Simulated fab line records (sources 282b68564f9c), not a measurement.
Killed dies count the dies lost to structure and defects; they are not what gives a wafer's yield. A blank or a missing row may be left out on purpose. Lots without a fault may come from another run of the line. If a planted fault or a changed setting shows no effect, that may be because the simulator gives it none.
Matching of chambers :: flow ritCmos :: rieDiel-01 running RIT_CONTACT_ETCH_11: 4 sister chambers
The step etches SiO2 in CHF3/CF4/Ar, stops on TiSi2, target depth 480 nm, time 320 s. 4 wafers are shown with their chamber, then 7 later ones without.

== WAFERS WITH THEIR CHAMBER ==
wafer: L395.4
chamber: 0
throttleValvePct (%): 8.63

wafer: L395.6
chamber: 2
throttleValvePct (%): 8.71

wafer: L409.1
chamber: 1
throttleValvePct (%): 8.78

wafer: L409.3
chamber: 3
throttleValvePct (%): 8.84

== WAFERS WITHOUT THEIR CHAMBER ==
wafer: L409.5
throttleValvePct (%): 8.76

wafer: L410.3
throttleValvePct (%): 8.72

wafer: L410.5
throttleValvePct (%): 8.76

wafer: L410.6
throttleValvePct (%): 8.60

wafer: L411.1
throttleValvePct (%): 8.71

wafer: L411.5
throttleValvePct (%): 8.61

wafer: L411.6
throttleValvePct (%): 8.70

== THE CHAMBER EACH PASSED THROUGH ==
wafer: L409.5
from the rows above: can't be placed: 1 or 2
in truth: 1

wafer: L410.3
from the rows above: 2
in truth: 2

wafer: L410.5
from the rows above: can't be placed: 1 or 2
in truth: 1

wafer: L410.6
from the rows above: 0
in truth: 0

wafer: L411.1
from the rows above: 2
in truth: 2

wafer: L411.5
from the rows above: 0
in truth: 0

wafer: L411.6
from the rows above: 2
in truth: 2
Placed correctly: 5 of 7. Unplaceable from these rows: 2, with the true chamber sitting among the candidates in 2. Wrongly placed: 0.
How it was worked out, from the rows above alone: a wafer's distance from a chamber is the root of the sum, over the readings, of the square of ((its reading less the chamber's mean) divided by the reading's scatter). The wafer belongs to the nearest chamber; if the next one is less than 2 further off, it can't be placed. For every chamber, the mean is computed from those of its wafers that are shown. The scatter (one wafer shown for each chamber): square how far every hidden wafer sits from the nearest shown wafer, average those squares and take the square root.
